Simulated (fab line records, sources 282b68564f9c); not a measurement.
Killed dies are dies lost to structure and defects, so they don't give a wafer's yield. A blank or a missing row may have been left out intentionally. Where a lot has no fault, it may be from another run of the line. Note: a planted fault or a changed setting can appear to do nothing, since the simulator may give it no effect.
fab line records / flow ritCmos
[record] lots = 14 wafers = 42 lastDay = 7
route steps=202 shown FOX2@26
lots that met no fault: taken from a fault-free run of the same line
startH: start of the lot's first displayed wafer, in hours after the record's first day / waitH: hours since the lot's step before / " as in the row above / L1.1+2: one row covering several wafers at once / - either no value or no given start / * or withheld: withheld / < > ~ a bound
route shown NAME@n: a module of which the file shows steps, and the number in the route of the first / usual: average and standard deviation across the fault-free wafers / same: alike in all rows / chamber/n: place in a boat / sites: each site's reading / _std_site: how widely they spread, as a standard deviation / _edge_site: inner sites' mean taken away from outer sites' mean / radiusMm: for every site, how far away it sits from the centre of the wafer / mask NAME#n: copy n / behind: the most recent tool/chamber to have shaped the wafer / hold: why the lot went on hold/how many hours it stayed there/how the hold came to an end / device: transistor that didn't switch, given as n, p or np / end of line: the route-end tests of the same wafers / a step without rows: its recipe alone / killed: dies that structure and defects cost at the first sort, which is not the same as the wafer's yield / map: the dies of a wafer, with x for killed, . for not killed, _ for no die there
set.NAME: the setting the step ran with; set.NAME@STEP: the setting that earlier step ran with / model.NAME: the simulator's own value behind a step, which no gauge read
a sample of lots followed through the steps of the route, with each step as a table and each wafer as a row
services: from which hour (startH, from the record's first day; less than 0 if before it) a tool's chamber was out of use, for how many hours, and why
[[steps]]
[step RIT_FOX2_WET_ETCH_03]
[recipe] chemistry = H3PO4 target = Si3N4 targetDepthNm = 195 tempC = 165 timeS = 2700
[usual] bathGuardTempC = 165.1/0.53 bathHeatDutyPct = 30/5.2 timeS = 2700/0
lot.wafer=L185.1 tool=wetBench-03 chamber=2 startH=19.98 waitH=0.0 bathGuardTempC=164.5 bathHeatDutyPct=20 timeS=2700
lot.wafer=L185.4 tool=wetBench-03 chamber=2 startH=19.98 waitH=0.0 bathGuardTempC=164.5 bathHeatDutyPct=20 timeS=2700
lot.wafer=L185.5 tool=wetBench-03 chamber=2 startH=19.98 waitH=0.0 bathGuardTempC=164.3 bathHeatDutyPct=22 timeS=2700
lot.wafer=L186.1 tool=wetBench-04 chamber=0 startH=24.34 waitH=0.0 bathGuardTempC=164.6 bathHeatDutyPct=27 timeS=2700
lot.wafer=L186.2 tool=wetBench-04 chamber=0 startH=24.34 waitH=0.0 bathGuardTempC=165.0 bathHeatDutyPct=28 timeS=2700
lot.wafer=L186.5 tool=wetBench-04 chamber=0 startH=24.34 waitH=0.0 bathGuardTempC=164.7 bathHeatDutyPct=29 timeS=2700
lot.wafer=L187.3 tool=wetBench-01 chamber=3 startH=28.56 waitH=0.0 bathGuardTempC=164.5 bathHeatDutyPct=29 timeS=2700
lot.wafer=L187.4 tool=wetBench-01 chamber=3 startH=28.56 waitH=0.0 bathGuardTempC=165.1 bathHeatDutyPct=29 timeS=2700
lot.wafer=L187.6 tool=wetBench-01 chamber=3 startH=28.56 waitH=0.0 bathGuardTempC=164.6 bathHeatDutyPct=28 timeS=2700
lot.wafer=L188.1 tool=wetBench-04 chamber=1 startH=33.60 waitH=0.0 bathGuardTempC=164.5 bathHeatDutyPct=29 timeS=2700
lot.wafer=L188.3 tool=wetBench-04 chamber=1 startH=33.60 waitH=0.0 bathGuardTempC=163.9 bathHeatDutyPct=26 timeS=2700
lot.wafer=L188.4 tool=wetBench-04 chamber=1 startH=33.60 waitH=0.0 bathGuardTempC=164.6 bathHeatDutyPct=27 timeS=2700
lot.wafer=L189.2 tool=wetBench-04 chamber=3 startH=38.73 waitH=0.0 bathGuardTempC=165.0 bathHeatDutyPct=39 timeS=2700
lot.wafer=L189.5 tool=wetBench-04 chamber=3 startH=38.73 waitH=0.0 bathGuardTempC=165.4 bathHeatDutyPct=38 timeS=2700
lot.wafer=L189.6 tool=wetBench-04 chamber=3 startH=38.73 waitH=0.0 bathGuardTempC=165.2 bathHeatDutyPct=39 timeS=2700
lot.wafer=L190.1 tool=wetBench-03 chamber=3 startH=43.48 waitH=0.0 bathGuardTempC=165.9 bathHeatDutyPct=27 timeS=2700
lot.wafer=L190.2 tool=wetBench-03 chamber=3 startH=43.48 waitH=0.0 bathGuardTempC=166.1 bathHeatDutyPct=26 timeS=2700
lot.wafer=L190.5 tool=wetBench-03 chamber=3 startH=43.48 waitH=0.0 bathGuardTempC=165.8 bathHeatDutyPct=26 timeS=2700
lot.wafer=L191.3 tool=wetBench-04 chamber=3 startH=49.23 waitH=0.0 bathGuardTempC=165.2 bathHeatDutyPct=38 timeS=2700
lot.wafer=L191.5 tool=wetBench-04 chamber=3 startH=49.23 waitH=0.0 bathGuardTempC=165.0 bathHeatDutyPct=37 timeS=2700
lot.wafer=L191.6 tool=wetBench-04 chamber=3 startH=49.23 waitH=0.0 bathGuardTempC=165.5 bathHeatDutyPct=36 timeS=2700
lot.wafer=L194.1 tool=wetBench-04 chamber=0 startH=64.98 waitH=0.0 bathGuardTempC=- bathHeatDutyPct=- timeS=-
lot.wafer=L194.2 tool=wetBench-04 chamber=0 startH=64.98 waitH=0.0 bathGuardTempC=- bathHeatDutyPct=- timeS=-
lot.wafer=L194.4 tool=wetBench-04 chamber=0 startH=64.98 waitH=0.0 bathGuardTempC=- bathHeatDutyPct=- timeS=-
lot.wafer=L195.1 tool=wetBench-03 chamber=2 startH=71.64 waitH=0.0 bathGuardTempC=- bathHeatDutyPct=- timeS=-
lot.wafer=L195.2 tool=wetBench-03 chamber=2 startH=71.64 waitH=0.0 bathGuardTempC=- bathHeatDutyPct=- timeS=-
lot.wafer=L195.3 tool=wetBench-03 chamber=2 startH=71.64 waitH=0.0 bathGuardTempC=- bathHeatDutyPct=- timeS=-
lot.wafer=L204.1 tool=wetBench-04 chamber=3 startH=113.43 waitH=0.0 bathGuardTempC=165.1 bathHeatDutyPct=38 timeS=2700
lot.wafer=L204.2 tool=wetBench-04 chamber=3 startH=113.43 waitH=0.0 bathGuardTempC=164.7 bathHeatDutyPct=37 timeS=2700
lot.wafer=L204.4 tool=wetBench-04 chamber=3 startH=113.43 waitH=0.0 bathGuardTempC=165.2 bathHeatDutyPct=39 timeS=2700
lot.wafer=L205.1 tool=wetBench-04 chamber=1 startH=118.86 waitH=0.0 bathGuardTempC=164.7 bathHeatDutyPct=28 timeS=2700
lot.wafer=L205.4 tool=wetBench-04 chamber=1 startH=118.86 waitH=0.0 bathGuardTempC=164.7 bathHeatDutyPct=27 timeS=2700
lot.wafer=L205.6 tool=wetBench-04 chamber=1 startH=118.86 waitH=0.0 bathGuardTempC=164.5 bathHeatDutyPct=28 timeS=2700
lot.wafer=L206.1 tool=wetBench-04 chamber=3 startH=123.49 waitH=0.0 bathGuardTempC=165.0 bathHeatDutyPct=38 timeS=2700
lot.wafer=L206.2 tool=wetBench-04 chamber=3 startH=123.49 waitH=0.0 bathGuardTempC=164.9 bathHeatDutyPct=39 timeS=2700
lot.wafer=L206.5 tool=wetBench-04 chamber=3 startH=123.49 waitH=0.0 bathGuardTempC=164.7 bathHeatDutyPct=38 timeS=2700
lot.wafer=L207.1 tool=wetBench-01 chamber=1 startH=129.14 waitH=0.0 bathGuardTempC=165.7 bathHeatDutyPct=35 timeS=2700
lot.wafer=L207.4 tool=wetBench-01 chamber=1 startH=129.14 waitH=0.0 bathGuardTempC=165.5 bathHeatDutyPct=34 timeS=2700
lot.wafer=L207.6 tool=wetBench-01 chamber=1 startH=129.14 waitH=0.0 bathGuardTempC=165.8 bathHeatDutyPct=34 timeS=2700
lot.wafer=L208.2 tool=wetBench-04 chamber=2 startH=133.80 waitH=0.0 bathGuardTempC=165.3 bathHeatDutyPct=26 timeS=2700
lot.wafer=L208.4 tool=wetBench-04 chamber=2 startH=133.80 waitH=0.0 bathGuardTempC=164.8 bathHeatDutyPct=26 timeS=2700
lot.wafer=L208.6 tool=wetBench-04 chamber=2 startH=133.80 waitH=0.0 bathGuardTempC=165.1 bathHeatDutyPct=26 timeS=2700
[[services]]
tool=wetBench-03 chamber=- startH=82.26 hours=4.4 kind=pm
tool=wetBench-01 chamber=- startH=115.11 hours=4.1 kind=repair
[[key]]
[firstSign] step = RIT_FOX2_WET_ETCH_03 reading = toolRecord direction = missing
effect none on later readings
metAt RIT_FOX2_WET_ETCH_03
struckLots L194,L195
laterRowsLeftOut L194.1,L194.2,L194.4,L195.1,L195.2,L195.3
sortLeftOut L194.1,L194.2,L194.4,L195.1,L195.2,L195.3
testerLeftOut L194,L195
onsetBetween 49.23 64.98
[fault] kind = skippedStepWhole tool = wetBench-03,wetBench-04 chamber = - onsetH = 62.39 steps = RIT_FOX2_WET_ETCH_03 scope = struckLotsOnly
// testerLeftOut: of these lots the tester's yield and bins aren't shown, on N5 and GAA mostly nor the transistor test; their killed dies are dies lost to structure and defects alone, not to doping, threshold or leakage, so they don't give the yield
// sortLeftOut: the simulated sort isn't trusted on such a fault, so these wafers' sort isn't shown, and their yield isn't known
// laterRowsLeftOut: the simulator's readings of these wafers behind a module that went badly wrong aren't trusted and aren't shown, but for the sort
